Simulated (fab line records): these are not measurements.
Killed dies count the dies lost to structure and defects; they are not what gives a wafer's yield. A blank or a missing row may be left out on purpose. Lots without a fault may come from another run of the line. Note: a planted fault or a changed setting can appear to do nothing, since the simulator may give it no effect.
Split-lot experiment    flow rit cmos    23 wafers read from 5 lots, route of 202 steps

ON THE SPLIT
At RIT_NWELL_IMPLANT_08, the setting dose cm2 was moved away from the recipe's 5e+13 on 9 of the 23 wafers read, by -5.2% to -3.2%. This setting was run at the recipe's value on the other wafers.

FROM THE SPLIT TO THE READING: what the file shows between them, 2 steps
- RIT_NWELL_STRIP_09: strips in O2, time 180 s
- RIT_WELLDRIVE_ANNEAL_00: time 14700 s

THE READING
NWELL_RS in ohm/sq, measured at RIT_WELLDRIVE_RS_MEAS_01 by four-point-probe. A value of 275.7 ohm/sq with a standard deviation of 0.79 ohm/sq is what fault-free wafers of this fab line usually give.

wafer   tool, chamber at the split  dose cm2 as run  against the recipe  NWELL_RS, ohm/sq  against lot-mates on the recipe
L078.2  implanter-02, 0             4.768e+13        -4.6%               282.8             +7.3
L078.3  implanter-02, 0             5e+13            recipe              274.9             -
L078.4  implanter-02, 0             4.768e+13        -4.6%               283.1             +7.6
L078.5  implanter-02, 0             4.768e+13        -4.6%               284.4             +8.9
L078.6  implanter-02, 0             5e+13            recipe              276.2             -
L079.1  implanter-03, 0             5e+13            recipe              276.4             -
L079.2  implanter-03, 0             5e+13            recipe              275.6             -
L079.3  implanter-03, 0             5e+13            recipe              276.0             -
L079.4  implanter-03, 0             5e+13            recipe              276.6             -
L079.6  implanter-03, 0             5e+13            recipe              275.6             -
L080.1  implanter-01, 0             4.742e+13        -5.2%               283.7             +8.4
L080.2  implanter-01, 0             4.742e+13        -5.2%               284.0             +8.7
L080.3  implanter-01, 0             5e+13            recipe              275.3             -
L080.4  implanter-01, 0             5e+13            recipe              275.3             -
L080.6  implanter-01, 0             4.742e+13        -5.2%               283.4             +8.1
L083.1  implanter-02, 0             4.841e+13        -3.2%               281.4             +5.7
L083.2  implanter-02, 0             4.841e+13        -3.2%               280.6             +4.9
L083.3  implanter-02, 0             4.841e+13        -3.2%               280.6             +4.9
L083.5  implanter-02, 0             5e+13            recipe              276.4             -
L083.6  implanter-02, 0             5e+13            recipe              275.0             -
L085.2  implanter-01, 0             5e+13            recipe              276.0             -
L085.3  implanter-01, 0             5e+13            recipe              274.8             -
L085.6  implanter-01, 0             5e+13            recipe              275.6             -

FIT RESULTS
A straight line over all 23 wafers: NWELL_RS changes by -1.61 ohm/sq for each +1% of dose cm2; r = -0.99; the points scatter about the line by 0.58 ohm/sq.
The same after taking each lot's own level away (the mean of its wafers on the recipe; 23 wafers): -1.65 ohm/sq for each +1%; r = -0.99; scatter 0.52 ohm/sq.
The reading moves by 8.5 ohm/sq for the largest change in dose cm2, on that fit.
From 275.30 to 276.04 ohm/sq: that is the span of the lots' own levels, equal to 0.9 times the standard deviation above.
Hence the lot-to-lot level has little effect on the slope; both slopes agree.
Check: for one of the wafers moved furthest among these (-5.2%), held out of the fit, the line's prediction against its lot-mates is +8.56 ohm/sq. It came out at +8.4 ohm/sq against them.

THESE WAFERS: OTHER SPLITS
These wafers also went through other splits before the reading. Each is held against what the fit with the lots' levels taken away leaves over:
other split on the same wafers      wafers away from the commonest value  r with NWELL_RS (lot level and that fit taken away)
RIT_ACTIVE_OXIDATION_01 temp c      18                                    +0.15
RIT_ACTIVE_STRIP_14 pressure mtorr  18                                    -0.14
RIT_FOX2_OXIDATION_00 ox time s     15                                    -0.02

THE FILE'S OWN FIT
NWELL_RS changes by -1.66 ohm/sq for each +1% of dose cm2, r = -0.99.
